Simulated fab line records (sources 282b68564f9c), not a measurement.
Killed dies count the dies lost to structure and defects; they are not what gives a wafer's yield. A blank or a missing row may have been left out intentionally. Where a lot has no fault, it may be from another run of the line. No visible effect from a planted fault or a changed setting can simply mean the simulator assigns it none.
fab line records || flow rit_cmos
record {"lots": 6, "wafers": 18, "last_day": 7}
route steps=202 shown NLDD@111 PLDD@114
lots that met no fault: taken from a fault-free run of the same line
start_h: hours from the record's first day to the start of the lot's first wafer shown || wait_h: how many hours have passed since the lot's step before this one || " repeats the value in the row above || L1.1+2: a single row standing in for several wafers || - no value, or no start was given || * or withheld: withheld || < > ~ a bound
route shown NAME@n: names a module that has steps shown in the file, with the first one's number in the route || usual: average and standard deviation across the fault-free wafers || same: alike in all rows || chamber/n: place in a boat || sites: each site's reading || _std_site: standard deviation of those values || _edge_site: outer sites' mean less inner sites' || radius_mm: how far each site lies from the wafer's centre || mask NAME#n: copy n || behind: the last tool/chamber to shape the wafer || hold: what put the lot on hold/how long, in hours/how the hold closed || device: the transistor (n, p or np) that didn't switch || end of line: at the end of the route, the tests of the same wafers || a step with no rows: only its recipe || killed: the dies lost at the first sort to structure and to defects; this is not the yield of the wafer || map: a wafer's dies, marking killed ones x, the rest . and places with no die _
set.NAME: the setting that was run; set.NAME@STEP: the one run at that earlier step || model.NAME: the simulator's own value behind a step, which no gauge read
lots at selected steps of the route; one table per step, one row per wafer
services: the hour from which a tool's chamber was out of use, counted from the record's first day as start_h (under 0 if before that day), plus the number of hours and why
## steps
# step RIT_NLDD_IMPLANT_08
# recipe {"species": "P", "energy_kev": 20, "dose_cm2": 4.95e+14, "tilt_deg": 7}
# step RIT_NLDD_STRIP_09
# recipe {"chemistry": "O2", "time_s": 180, "resist": "NOVOLAK", "platen_temp_c": "withheld", "power_w": 500, "pressure_mtorr": 4000, "o2_flow_sccm": 4000}
# usual {"chamber_pressure_mTorr": "4000/3.9", "drypump_motor_current_A": "5.5/0.49"}
{"lot.wafer": "L552.2", "tool": "plasma_asher-03", "chamber": 0, "start_h": 53.12, "wait_h": 0.1, "chamber_pressure_mTorr": 3990, "drypump_motor_current_A": 5.2, "rf_hours_counter_h": 43}
{"lot.wafer": "L552.3", "tool": "plasma_asher-03", "chamber": 0, "start_h": 53.12, "wait_h": 0.1, "chamber_pressure_mTorr": 4006, "drypump_motor_current_A": 5.1, "rf_hours_counter_h": "-"}
{"lot.wafer": "L552.5", "tool": "plasma_asher-03", "chamber": 0, "start_h": 53.12, "wait_h": 0.1, "chamber_pressure_mTorr": 3997, "drypump_motor_current_A": 5.2, "rf_hours_counter_h": "-"}
{"lot.wafer": "L556.4", "tool": "plasma_asher-04", "chamber": 0, "start_h": 73.14, "wait_h": 0.1, "chamber_pressure_mTorr": 3997, "drypump_motor_current_A": 5.2, "rf_hours_counter_h": "-"}
{"lot.wafer": "L556.5", "tool": "plasma_asher-04", "chamber": 0, "start_h": 73.14, "wait_h": 0.1, "chamber_pressure_mTorr": 3996, "drypump_motor_current_A": 5.2, "rf_hours_counter_h": "-"}
{"lot.wafer": "L556.6", "tool": "plasma_asher-04", "chamber": 1, "start_h": 73.14, "wait_h": 0.1, "chamber_pressure_mTorr": 3998, "drypump_motor_current_A": 5.6, "rf_hours_counter_h": "-"}
{"lot.wafer": "L558.3", "tool": "plasma_asher-04", "chamber": 0, "start_h": 83.92, "wait_h": 0.1, "chamber_pressure_mTorr": 4009, "drypump_motor_current_A": 5.2, "rf_hours_counter_h": "-"}
{"lot.wafer": "L558.4", "tool": "plasma_asher-04", "chamber": 1, "start_h": 83.92, "wait_h": 0.1, "chamber_pressure_mTorr": 3998, "drypump_motor_current_A": 5.6, "rf_hours_counter_h": "-"}
{"lot.wafer": "L558.5", "tool": "plasma_asher-04", "chamber": 1, "start_h": 83.92, "wait_h": 0.1, "chamber_pressure_mTorr": 4001, "drypump_motor_current_A": 5.6, "rf_hours_counter_h": "-"}
{"lot.wafer": "L559.1", "tool": "plasma_asher-03", "chamber": 0, "start_h": 88.94, "wait_h": 0.1, "chamber_pressure_mTorr": 3997, "drypump_motor_current_A": 5.2, "rf_hours_counter_h": 47}
{"lot.wafer": "L559.2", "tool": "plasma_asher-03", "chamber": 1, "start_h": 88.94, "wait_h": 0.1, "chamber_pressure_mTorr": 4000, "drypump_motor_current_A": 6.0, "rf_hours_counter_h": 47}
{"lot.wafer": "L559.5", "tool": "plasma_asher-03", "chamber": 0, "start_h": 88.94, "wait_h": 0.1, "chamber_pressure_mTorr": 4001, "drypump_motor_current_A": 5.1, "rf_hours_counter_h": "-"}
{"lot.wafer": "L570.1", "tool": "plasma_asher-03", "chamber": 1, "start_h": 142.32, "wait_h": 0.1, "chamber_pressure_mTorr": 4001, "drypump_motor_current_A": 6.0, "rf_hours_counter_h": 53}
{"lot.wafer": "L570.3", "tool": "plasma_asher-03", "chamber": 0, "start_h": 142.32, "wait_h": 0.1, "chamber_pressure_mTorr": 3999, "drypump_motor_current_A": 5.1, "rf_hours_counter_h": "-"}
{"lot.wafer": "L570.4", "tool": "plasma_asher-03", "chamber": 1, "start_h": 142.32, "wait_h": 0.1, "chamber_pressure_mTorr": 4005, "drypump_motor_current_A": 6.0, "rf_hours_counter_h": "-"}
{"lot.wafer": "L571.1", "tool": "plasma_asher-03", "chamber": 1, "start_h": 146.87, "wait_h": 0.1, "chamber_pressure_mTorr": 4001, "drypump_motor_current_A": 6.0, "rf_hours_counter_h": 54}
{"lot.wafer": "L571.3", "tool": "plasma_asher-03", "chamber": 0, "start_h": 146.87, "wait_h": 0.1, "chamber_pressure_mTorr": 4001, "drypump_motor_current_A": 5.2, "rf_hours_counter_h": "-"}
{"lot.wafer": "L571.6", "tool": "plasma_asher-03", "chamber": 0, "start_h": 146.87, "wait_h": 0.1, "chamber_pressure_mTorr": 3996, "drypump_motor_current_A": 5.2, "rf_hours_counter_h": "-"}
# step RIT_NLDD_TW_MEAS_10
# usual {"NLDD_TW": "2484/12"}
{"lot.wafer": "L552.2", "tool": "film_metro-02", "chamber": "-", "start_h": 53.30, "wait_h": 0.1, "NLDD_TW": 2478}
{"lot.wafer": "L552.3", "tool": "film_metro-02", "chamber": "-", "start_h": 53.30, "wait_h": 0.1, "NLDD_TW": 2487}
{"lot.wafer": "L552.5", "tool": "film_metro-02", "chamber": "-", "start_h": 53.30, "wait_h": 0.1, "NLDD_TW": 2483}
{"lot.wafer": "L556.4", "tool": "film_metro-03", "chamber": "-", "start_h": 73.28, "wait_h": 0.1, "NLDD_TW": 2488}
{"lot.wafer": "L556.5", "tool": "film_metro-03", "chamber": "-", "start_h": 73.28, "wait_h": 0.1, "NLDD_TW": 2492}
{"lot.wafer": "L556.6", "tool": "film_metro-03", "chamber": "-", "start_h": 73.28, "wait_h": 0.1, "NLDD_TW": 2493}
{"lot.wafer": "L558.3", "tool": "film_metro-04", "chamber": "-", "start_h": 84.06, "wait_h": 0.1, "NLDD_TW": 2475}
{"lot.wafer": "L558.4", "tool": "film_metro-04", "chamber": "-", "start_h": 84.06, "wait_h": 0.1, "NLDD_TW": 2485}
{"lot.wafer": "L558.5", "tool": "film_metro-04", "chamber": "-", "start_h": 84.06, "wait_h": 0.1, "NLDD_TW": 2486}
{"lot.wafer": "L559.1", "tool": "film_metro-02", "chamber": "-", "start_h": 89.11, "wait_h": 0.1, "NLDD_TW": 2478}
{"lot.wafer": "L559.2", "tool": "film_metro-02", "chamber": "-", "start_h": 89.11, "wait_h": 0.1, "NLDD_TW": 2479}
{"lot.wafer": "L559.5", "tool": "film_metro-02", "chamber": "-", "start_h": 89.11, "wait_h": 0.1, "NLDD_TW": 2473}
{"lot.wafer": "L570.1", "tool": "film_metro-04", "chamber": "-", "start_h": 142.49, "wait_h": 0.1, "NLDD_TW": 2467}
{"lot.wafer": "L570.3", "tool": "film_metro-04", "chamber": "-", "start_h": 142.49, "wait_h": 0.1, "NLDD_TW": 2470}
{"lot.wafer": "L570.4", "tool": "film_metro-04", "chamber": "-", "start_h": 142.49, "wait_h": 0.1, "NLDD_TW": 2479}
{"lot.wafer": "L571.1", "tool": "film_metro-04", "chamber": "-", "start_h": 147.04, "wait_h": 0.1, "NLDD_TW": 2485}
{"lot.wafer": "L571.3", "tool": "film_metro-04", "chamber": "-", "start_h": 147.04, "wait_h": 0.1, "NLDD_TW": 2480}
{"lot.wafer": "L571.6", "tool": "film_metro-04", "chamber": "-", "start_h": 147.04, "wait_h": 0.1, "NLDD_TW": 2491}
# step RIT_PLDD_HMDS_00
# recipe {"prime_time_s": 60, "prime_temp_c": 140}
# step RIT_PLDD_COAT_01
# recipe {"resist": "NOVOLAK", "spin_rpm": 3250, "resist_thk_nm": 1000}
# step RIT_PLDD_SOFTBAKE_02
# recipe {"resist": "NOVOLAK", "temp_c": 90, "time_s": 60}
# step RIT_PLDD_EXPOSE_03
# recipe {"mask_id": "M8", "na": 0.57, "target_cd_nm": 40900, "dose_mj": 250}
# step RIT_PLDD_PEB_04
# recipe {"resist": "NOVOLAK", "temp_c": "withheld", "time_s": "withheld"}
# step RIT_PLDD_DEVELOP_05
# recipe {"resist": "NOVOLAK", "develop_time_s": 50, "dev_temp_c": 23}
# step RIT_PLDD_OVL_MEAS_06
# usual {"PLDD_OVL": "-0.6/1.5"}
{"lot.wafer": "L552.2", "tool": "overlay-01", "chamber": "-", "start_h": 54.39, "wait_h": "-", "PLDD_OVL[nm]": 0.8}
{"lot.wafer": "L552.3", "tool": "overlay-01", "chamber": "-", "start_h": 54.39, "wait_h": "-", "PLDD_OVL[nm]": 0.4}
{"lot.wafer": "L552.5", "tool": "overlay-01", "chamber": "-", "start_h": 54.39, "wait_h": "-", "PLDD_OVL[nm]": 0.5}
{"lot.wafer": "L556.4", "tool": "overlay-02", "chamber": "-", "start_h": 74.31, "wait_h": "-", "PLDD_OVL[nm]": -0.9}
{"lot.wafer": "L556.5", "tool": "overlay-02", "chamber": "-", "start_h": 74.31, "wait_h": "-", "PLDD_OVL[nm]": 1.1}
{"lot.wafer": "L556.6", "tool": "overlay-02", "chamber": "-", "start_h": 74.31, "wait_h": "-", "PLDD_OVL[nm]": -0.7}
{"lot.wafer": "L558.3", "tool": "overlay-02", "chamber": "-", "start_h": 84.96, "wait_h": "-", "PLDD_OVL[nm]": -0.3}
{"lot.wafer": "L558.4", "tool": "overlay-02", "chamber": "-", "start_h": 84.96, "wait_h": "-", "PLDD_OVL[nm]": -0.5}
{"lot.wafer": "L558.5", "tool": "overlay-02", "chamber": "-", "start_h": 84.96, "wait_h": "-", "PLDD_OVL[nm]": -1.6}
{"lot.wafer": "L559.1", "tool": "overlay-01", "chamber": "-", "start_h": 90.02, "wait_h": "-", "PLDD_OVL[nm]": 0.6}
{"lot.wafer": "L559.2", "tool": "overlay-01", "chamber": "-", "start_h": 90.02, "wait_h": "-", "PLDD_OVL[nm]": 2.0}
{"lot.wafer": "L559.5", "tool": "overlay-01", "chamber": "-", "start_h": 90.02, "wait_h": "-", "PLDD_OVL[nm]": 1.9}
{"lot.wafer": "L570.1", "tool": "overlay-01", "chamber": "-", "start_h": 143.40, "wait_h": "-", "PLDD_OVL[nm]": 0.3}
{"lot.wafer": "L570.3", "tool": "overlay-01", "chamber": "-", "start_h": 143.40, "wait_h": "-", "PLDD_OVL[nm]": -1.0}
{"lot.wafer": "L570.4", "tool": "overlay-01", "chamber": "-", "start_h": 143.40, "wait_h": "-", "PLDD_OVL[nm]": 0.0}
{"lot.wafer": "L571.1", "tool": "overlay-02", "chamber": "-", "start_h": 147.95, "wait_h": "-", "PLDD_OVL[nm]": -1.6}
{"lot.wafer": "L571.3", "tool": "overlay-02", "chamber": "-", "start_h": 147.95, "wait_h": "-", "PLDD_OVL[nm]": -1.2}
{"lot.wafer": "L571.6", "tool": "overlay-02", "chamber": "-", "start_h": 147.95, "wait_h": "-", "PLDD_OVL[nm]": -1.9}
# step RIT_PLDD_HARDBAKE_07
# recipe {"resist": "NOVOLAK", "temp_c": 140, "time_s": 60}
# step RIT_PLDD_IMPLANT_08
# recipe {"species": "BF2", "energy_kev": 20, "dose_cm2": 9e+14, "tilt_deg": 7}
# step RIT_PLDD_STRIP_09
# recipe {"chemistry": "O2", "time_s": 180, "resist": "NOVOLAK", "platen_temp_c": "withheld", "power_w": 500, "pressure_mtorr": 4000, "o2_flow_sccm": 4000}
# usual {"chamber_pressure_mTorr": "4000/3.6", "drypump_motor_current_A": "5.5/0.3"}
{"lot.wafer": "L552.2", "tool": "plasma_asher-03", "chamber": 0, "start_h": 54.72, "wait_h": 0.1, "chamber_pressure_mTorr": 3997, "drypump_motor_current_A": 5.2, "rf_hours_counter_h": 43, "model.NOVOLAK_of_PLDD_COAT_01.thk_nm": 0}
{"lot.wafer": "L552.3", "tool": "plasma_asher-03", "chamber": 0, "start_h": 54.72, "wait_h": 0.1, "chamber_pressure_mTorr": 3998, "drypump_motor_current_A": 5.2, "rf_hours_counter_h": "-", "model.NOVOLAK_of_PLDD_COAT_01.thk_nm": 0}
{"lot.wafer": "L552.5", "tool": "plasma_asher-03", "chamber": 1, "start_h": 54.72, "wait_h": 0.1, "chamber_pressure_mTorr": 4008, "drypump_motor_current_A": 6.0, "rf_hours_counter_h": "-", "model.NOVOLAK_of_PLDD_COAT_01.thk_nm": 0}
{"lot.wafer": "L556.4", "tool": "plasma_asher-04", "chamber": 1, "start_h": 74.68, "wait_h": 0.1, "chamber_pressure_mTorr": 4000, "drypump_motor_current_A": 5.6, "rf_hours_counter_h": "-", "model.NOVOLAK_of_PLDD_COAT_01.thk_nm": 0}
{"lot.wafer": "L556.5", "tool": "plasma_asher-04", "chamber": 1, "start_h": 74.68, "wait_h": 0.1, "chamber_pressure_mTorr": 3993, "drypump_motor_current_A": 5.6, "rf_hours_counter_h": "-", "model.NOVOLAK_of_PLDD_COAT_01.thk_nm": 0}
{"lot.wafer": "L556.6", "tool": "plasma_asher-04", "chamber": 0, "start_h": 74.68, "wait_h": 0.1, "chamber_pressure_mTorr": 3999, "drypump_motor_current_A": 5.2, "rf_hours_counter_h": "-", "model.NOVOLAK_of_PLDD_COAT_01.thk_nm": 0}
{"lot.wafer": "L558.3", "tool": "plasma_asher-04", "chamber": 1, "start_h": 85.35, "wait_h": 0.1, "chamber_pressure_mTorr": "-", "drypump_motor_current_A": "-", "rf_hours_counter_h": "-", "model.NOVOLAK_of_PLDD_COAT_01.thk_nm": 886.7}
{"lot.wafer": "L558.4", "tool": "plasma_asher-04", "chamber": 0, "start_h": 85.35, "wait_h": 0.1, "chamber_pressure_mTorr": "-", "drypump_motor_current_A": "-", "rf_hours_counter_h": "-", "model.NOVOLAK_of_PLDD_COAT_01.thk_nm": 890.1}
{"lot.wafer": "L558.5", "tool": "plasma_asher-04", "chamber": 0, "start_h": 85.35, "wait_h": 0.1, "chamber_pressure_mTorr": "-", "drypump_motor_current_A": "-", "rf_hours_counter_h": "-", "model.NOVOLAK_of_PLDD_COAT_01.thk_nm": 887.6}
{"lot.wafer": "L559.1", "tool": "plasma_asher-04", "chamber": 0, "start_h": 90.36, "wait_h": 0.1, "chamber_pressure_mTorr": "-", "drypump_motor_current_A": "-", "rf_hours_counter_h": "-", "model.NOVOLAK_of_PLDD_COAT_01.thk_nm": 885.2}
{"lot.wafer": "L559.2", "tool": "plasma_asher-04", "chamber": 1, "start_h": 90.36, "wait_h": 0.1, "chamber_pressure_mTorr": "-", "drypump_motor_current_A": "-", "rf_hours_counter_h": "-", "model.NOVOLAK_of_PLDD_COAT_01.thk_nm": 884.5}
{"lot.wafer": "L559.5", "tool": "plasma_asher-04", "chamber": 0, "start_h": 90.36, "wait_h": 0.1, "chamber_pressure_mTorr": "-", "drypump_motor_current_A": "-", "rf_hours_counter_h": "-", "model.NOVOLAK_of_PLDD_COAT_01.thk_nm": 884.2}
{"lot.wafer": "L570.1", "tool": "plasma_asher-01", "chamber": 1, "start_h": 143.74, "wait_h": 0.1, "chamber_pressure_mTorr": 4002, "drypump_motor_current_A": 5.7, "rf_hours_counter_h": 51, "model.NOVOLAK_of_PLDD_COAT_01.thk_nm": 0}
{"lot.wafer": "L570.3", "tool": "plasma_asher-01", "chamber": 1, "start_h": 143.74, "wait_h": 0.1, "chamber_pressure_mTorr": 4000, "drypump_motor_current_A": 5.7, "rf_hours_counter_h": "-", "model.NOVOLAK_of_PLDD_COAT_01.thk_nm": 0}
{"lot.wafer": "L570.4", "tool": "plasma_asher-01", "chamber": 0, "start_h": 143.74, "wait_h": 0.1, "chamber_pressure_mTorr": 3994, "drypump_motor_current_A": 5.6, "rf_hours_counter_h": "-", "model.NOVOLAK_of_PLDD_COAT_01.thk_nm": 0}
{"lot.wafer": "L571.1", "tool": "plasma_asher-01", "chamber": 0, "start_h": 148.29, "wait_h": 0.1, "chamber_pressure_mTorr": 4007, "drypump_motor_current_A": 5.6, "rf_hours_counter_h": 51, "model.NOVOLAK_of_PLDD_COAT_01.thk_nm": 0}
{"lot.wafer": "L571.3", "tool": "plasma_asher-01", "chamber": 0, "start_h": 148.29, "wait_h": 0.1, "chamber_pressure_mTorr": 3999, "drypump_motor_current_A": 5.6, "rf_hours_counter_h": "-", "model.NOVOLAK_of_PLDD_COAT_01.thk_nm": 0}
{"lot.wafer": "L571.6", "tool": "plasma_asher-01", "chamber": 0, "start_h": 148.29, "wait_h": 0.1, "chamber_pressure_mTorr": 4002, "drypump_motor_current_A": 5.6, "rf_hours_counter_h": "-", "model.NOVOLAK_of_PLDD_COAT_01.thk_nm": 0}
# step RIT_PLDD_TW_MEAS_10
# usual {"PLDD_TW": "2344/10"}
{"lot.wafer": "L552.2", "tool": "film_metro-04", "chamber": "-", "start_h": 54.91, "wait_h": 0.1, "PLDD_TW": 2357}
{"lot.wafer": "L552.3", "tool": "film_metro-04", "chamber": "-", "start_h": 54.91, "wait_h": 0.1, "PLDD_TW": 2341}
{"lot.wafer": "L552.5", "tool": "film_metro-04", "chamber": "-", "start_h": 54.91, "wait_h": 0.1, "PLDD_TW": 2354}
{"lot.wafer": "L556.4", "tool": "film_metro-04", "chamber": "-", "start_h": 74.83, "wait_h": 0.1, "PLDD_TW": 2339}
{"lot.wafer": "L556.5", "tool": "film_metro-04", "chamber": "-", "start_h": 74.83, "wait_h": 0.1, "PLDD_TW": 2340}
{"lot.wafer": "L556.6", "tool": "film_metro-04", "chamber": "-", "start_h": 74.83, "wait_h": 0.1, "PLDD_TW": 2350}
{"lot.wafer": "L558.3", "tool": "film_metro-04", "chamber": "-", "start_h": 85.48, "wait_h": 0.1, "PLDD_TW": 2341}
{"lot.wafer": "L558.4", "tool": "film_metro-04", "chamber": "-", "start_h": 85.48, "wait_h": 0.1, "PLDD_TW": 2330}
{"lot.wafer": "L558.5", "tool": "film_metro-04", "chamber": "-", "start_h": 85.48, "wait_h": 0.1, "PLDD_TW": 2339}
{"lot.wafer": "L559.1", "tool": "film_metro-04", "chamber": "-", "start_h": 90.53, "wait_h": 0.1, "PLDD_TW": 2344}
{"lot.wafer": "L559.2", "tool": "film_metro-04", "chamber": "-", "start_h": 90.53, "wait_h": 0.1, "PLDD_TW": 2341}
{"lot.wafer": "L559.5", "tool": "film_metro-04", "chamber": "-", "start_h": 90.53, "wait_h": 0.1, "PLDD_TW": 2345}
{"lot.wafer": "L570.1", "tool": "film_metro-02", "chamber": "-", "start_h": 143.91, "wait_h": 0.1, "PLDD_TW": 2349}
{"lot.wafer": "L570.3", "tool": "film_metro-02", "chamber": "-", "start_h": 143.91, "wait_h": 0.1, "PLDD_TW": 2345}
{"lot.wafer": "L570.4", "tool": "film_metro-02", "chamber": "-", "start_h": 143.91, "wait_h": 0.1, "PLDD_TW": 2352}
{"lot.wafer": "L571.1", "tool": "film_metro-04", "chamber": "-", "start_h": 148.46, "wait_h": 0.1, "PLDD_TW": 2350}
{"lot.wafer": "L571.3", "tool": "film_metro-04", "chamber": "-", "start_h": 148.46, "wait_h": 0.1, "PLDD_TW": 2348}
{"lot.wafer": "L571.6", "tool": "film_metro-04", "chamber": "-", "start_h": 148.46, "wait_h": 0.1, "PLDD_TW": 2354}
## services
{"tool": "plasma_asher-01", "chamber": "-", "start_h": 31.34, "hours": 1.6, "kind": "repair"}
{"tool": "plasma_asher-01", "chamber": "-", "start_h": 83.32, "hours": 14.6, "kind": "pm"}
## key
first_sign {"step": "RIT_PLDD_STRIP_09", "reading": "tool_record", "direction": "missing"}
effect none on later readings
model_effect {"step": "RIT_PLDD_STRIP_09", "value": "NOVOLAK_of_PLDD_COAT_01.thk_nm", "without": 0, "struck": 886.4}
met_at RIT_PLDD_STRIP_09
struck_wafers L558.3,L558.4,L558.5,L559.1,L559.2,L559.5
later_rows_left_out L558.3,L558.4,L558.5,L559.1,L559.2,L559.5
sort_left_out L558.3,L558.4,L558.5,L559.1,L559.2,L559.5
tester_left_out L558,L559
onset_between 74.68 85.35
fault {"kind": "skipped_step_whole", "tool": "plasma_asher-04", "chamber": "-", "onset_h": 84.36, "steps": "RIT_PLDD_STRIP_09", "scope": "struck_lots_only"}
# tester_left_out: of these lots the tester's yield and bins aren't shown, on N5 and GAA mostly nor the transistor test; their killed dies are dies lost to structure and defects alone, not to doping, threshold or leakage, so they don't give the yield
# sort_left_out: the simulated sort isn't trusted on such a fault, so these wafers' sort isn't shown, and their yield isn't known
# later_rows_left_out: the simulator's readings of these wafers behind a module that went badly wrong aren't trusted and aren't shown, but for the sort
